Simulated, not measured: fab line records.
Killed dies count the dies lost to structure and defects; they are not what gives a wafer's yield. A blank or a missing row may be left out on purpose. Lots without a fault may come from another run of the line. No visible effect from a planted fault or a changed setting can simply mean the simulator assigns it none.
Comparing a struck lot with a sound one + flow rit_cmos + 33 steps out of a route of 202
Sound: the wafers L180.1, L180.2, L180.6. The struck wafers were L187.2, L187.3, L187.5. The cause is named last.
For every step that has rows: the tool of each side, followed by ch and its chambers, followed by its first start. Under that, the readings that differ: sound wafers + struck wafers + difference of the means + sigmas: that difference in standard deviations of wafers without a fault.
alike: words and numbers the same on both sides, and readings whose means are apart by under 2 such deviations; not compared: readings that were withheld, readings missing a value for some wafer, numbers with overlapping values and no deviation given by the record, and bounds like >300 which may hide the same value.
The two part at a step that has a row with sigmas, a row that says differs or no value, or rows on one side only. Numbers that have no deviation but don't overlap get no sigmas and don't part them. A reading that every wafer of one side lacks parts them only if that side has two wafers or more.

first, 6 steps without rows for these wafers: RIT_CONTACT_HMDS_02 (prime time 60 s); RIT_CONTACT_COAT_03 (resist thk 1000 nm); RIT_CONTACT_SOFTBAKE_04 (time 60 s); RIT_CONTACT_EXPOSE_05 (exposes mask M11, target cd 1000 nm); RIT_CONTACT_PEB_06; RIT_CONTACT_DEVELOP_07 (develop time 120 s).
RIT_CONTACT_CD_MEAS_08: target cd 1000 nm.
  sound on cd_sem-02, day 6 05:51; struck on cd_sem-02, day 7 19:59
  alike: cd_nm
RIT_CONTACT_OVL_MEAS_09:
  sound on overlay-01, day 6 05:58; struck on overlay-01, day 7 20:05
  alike: CONTACT_OVL
then, 1 step without rows for these wafers: RIT_CONTACT_HARDBAKE_10 (time 60 s).
RIT_CONTACT_ETCH_11: etches SiO2 in CHF3/CF4/Ar, stops on TiSi2, target depth 480 nm, time 320 s.
  sound on rie_diel-02 ch 0,1, day 6 06:18; struck on rie_diel-03 ch 2,3, day 7 20:18
  alike: drypump_motor_current_A, mfc_ar_sccm, oes_product_au, throttle_valve_pct
  not compared: rf_hours_counter_h
RIT_CONTACT_STRIP_12: strips in O2, time 180 s.
  sound on plasma_asher-01 ch 0,1, day 6 06:29; struck on plasma_asher-04 ch 0, day 7 20:30
  alike: drypump_motor_current_A
  not compared: rf_hours_counter_h
RIT_CONTACT_CD_MEAS_90: target cd 1000 nm.
  sound on cd_sem-02, day 6 06:40; struck on cd_sem-01, day 7 20:41
  alike: cd_nm
RIT_CONTACT_CLEAN_13: cleans in SC1, time 600 s.
  sound on wet_bench-03 ch 2, day 6 06:47; struck on wet_bench-02 ch 1, day 7 20:47
then, 1 step without rows for these wafers: RIT_CONTACT_CLEAN_14 (cleans in SC2, time 600 s).
RIT_M1_SPUTTER_00: material Al, target thk 400 nm, time 500 s.
  sound on pvd_sputter-01, day 6 07:08; struck on pvd_sputter-04, day 7 21:20
  alike: throttle_valve_pct
RIT_M1_RS_MEAS_01: a four-point-probe measurement.
  sound on film_metro-03, day 6 07:26; struck on film_metro-01, day 7 21:39
  alike: M1_AL_RS
RIT_M1_THK_MEAS_02: measures by xrf.
  sound on film_metro-03, day 6 07:33; struck on film_metro-01, day 7 21:46
  alike: M1_AL_THK
then, 6 steps without rows for these wafers: RIT_M1_HMDS_03 (prime time 60 s); RIT_M1_COAT_04 (resist thk 1300 nm); RIT_M1_SOFTBAKE_05 (time 60 s); RIT_M1_EXPOSE_06 (exposes mask M12, target cd 2600 nm); RIT_M1_PEB_07; RIT_M1_DEVELOP_08 (develop time 68 s).
RIT_M1_CD_MEAS_09: target cd 2600 nm.
  sound on cd_sem-02, day 6 08:29; struck on cd_sem-02, day 7 22:48
  alike: cd_nm
RIT_M1_OVL_MEAS_10:
  sound on overlay-02, day 6 08:37; struck on overlay-02, day 7 22:54
| reading     | sound         | struck      | difference | sigmas |
|-------------|---------------|-------------|------------|--------|
| M1_OVL (nm) | 0.2 -0.5 -2.0 | 2.8 3.6 2.2 | +3.6       | +2     |
then, 1 step without rows for these wafers: RIT_M1_HARDBAKE_11 (time 120 s).
RIT_M1_METAL_ETCH_12: etches Al in Cl2/BCl3, stops on SiO2, time 165 s, target depth 600 nm.
  sound on rie_metal-03 ch 0,1, day 6 08:54; struck on rie_metal-03 ch 0,1, day 7 23:13
  alike: drypump_motor_current_A, oes_product_au, throttle_valve_pct
  not compared: rf_hours_counter_h
then, 1 step without rows for these wafers: RIT_M1_STRIP_13 (strips in nmp, time 600 s).
RIT_M1_STRIP_14: strips in O2, time 180 s.
  sound on plasma_asher-04 ch 0,1, day 6 09:14; struck on plasma_asher-02 ch 0,1, day 7 23:34
  alike: drypump_motor_current_A
  not compared: rf_hours_counter_h
RIT_M1_CD_MEAS_90: target cd 2600 nm.
  sound on cd_sem-01, day 6 09:25; struck on cd_sem-01, day 7 23:46
  alike: cd_nm
then, 1 step without rows for these wafers: RIT_M1_ANNEAL_15 (time 1800 s).
RIT_M1_BOW_MEAS_16:
  sound on film_metro-04, day 6 11:02; struck on film_metro-04, day 8 01:23
  alike: M1_BOW
RIT_M1_PROBE_99:
  sound on prober-02, day 6 11:09; struck on prober-01, day 8 01:32
| reading            | sound | struck   | difference | sigmas |
|--------------------|-------|----------|------------|--------|
| killed_at_contacts | 0 0 0 | 23 25 18 | +22        | +85    |
| killed_dies        | 5 9 8 | 35 28 28 | +23        | +8     |
| killed_on_rim      | 2 1 0 | 11 12 11 | +10        | +6     |
  alike: killed_at_front_end, killed_open, killed_short

## WHERE THEY PART
Last at RIT_M1_PROBE_99 as far as this record goes, first at RIT_M1_OVL_MEAS_10.

WHY: what had been put in by the simulator
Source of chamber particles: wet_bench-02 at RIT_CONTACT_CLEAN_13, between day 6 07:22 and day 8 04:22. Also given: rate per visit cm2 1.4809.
